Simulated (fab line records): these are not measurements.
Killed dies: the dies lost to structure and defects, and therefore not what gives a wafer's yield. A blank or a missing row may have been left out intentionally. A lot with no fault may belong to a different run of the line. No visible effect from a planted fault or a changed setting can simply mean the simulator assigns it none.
Problem report in the 8D (eight disciplines) form, filled by code -- flow berkeley_cmos170 -- the parts of the form that need people (team, actions taken, sign-off) are left out

1. THE ISSUE
NLDD_OVL at UCB170_NLDD_OVL_MEAS_07 reads a mean of 175 nm on 9 wafers of 3 lots; wafers without a fault read -2 nm with a standard deviation of 4. That puts it +44 standard deviations away from the usual mean.
Seen first at day 10 17:00 on overlay-01, wafer L316.1. Wafers with a number at this step in the record: 45, from 15 lots. By rule, "out" or "out of limits" means more than 4 standard deviations away from the usual mean. Any other wafer with a number is counted as sound.

2. WHAT IT IS AND WHAT IT IS NOT
question,is,is not
which readings at this step,NLDD_OVL,-
which lots,"L316, L317, L318","L303, L305, L306, L307, L308, L310, L312, L313, L314, L315, L319, L323"
which wafers of those lots,all that have a number,-
read on which gauges,"overlay-01, overlay-02",-
when,from day 10 17:00,"up to then (30 sound wafers); but 6 sound wafers of L319, L323 came after"

3. THE SUSPECTS, EACH WITH WHAT RULES IT OUT
Counting: a tool at a process step up to the reading stays a suspect if it ran every lot that is out and no sound lot after the first of them.
- ruled out: the gauge at UCB170_NLDD_OVL_MEAS_07. 2 gauges (overlay-01, overlay-02) read the wafers that are out.
- krf_scanner-02 at UCB170_NLDD_EXPOSE_03 (exposes mask NSELECT, target cd 1200 nm): kept. Every lot that is out went through it, starting with L316 (day 10 16:08), and after that it ran no sound lot; the last sound lot it ran before then is L315 (day 10 01:32).
After counting, what remains is krf_scanner-02 at UCB170_NLDD_EXPOSE_03.

4. THE CAUSE (what the simulator had put in)
Scanner matching overlay: krf_scanner-02, from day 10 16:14 on, at UCB170_NLDD_EXPOSE_03. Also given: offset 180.
The count eliminated every tool but this one.

5. SEQUENCE OF EFFECTS, ordered by route
One row per reading whose mean, taken over the struck wafers that have a number, lies over 3 standard deviations from the usual. Only readings for which the record gives a usual standard deviation are gone through. hours: the time from each lot's start at the first step in this table that gives one to its start at this step, as a median over the lots. sigmas: the change in usual standard deviations.
hours,step,reading,usual,on struck wafers,change,sigmas
0,UCB170_NLDD_OVL_MEAS_07,NLDD_OVL,-2 nm,175,+177,+44

6. WHAT WOULD HAVE CAUGHT IT SOONER
In this record the first reading out of limits at a measuring or inspecting step was taken at day 10 17:00, 1 hour after the fault began at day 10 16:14.
All the lots that are out (3) had begun UCB170_NLDD_EXPOSE_03 on krf_scanner-02 by day 10 17:00. Had the tool been put on hold then, not one of them would have been saved.
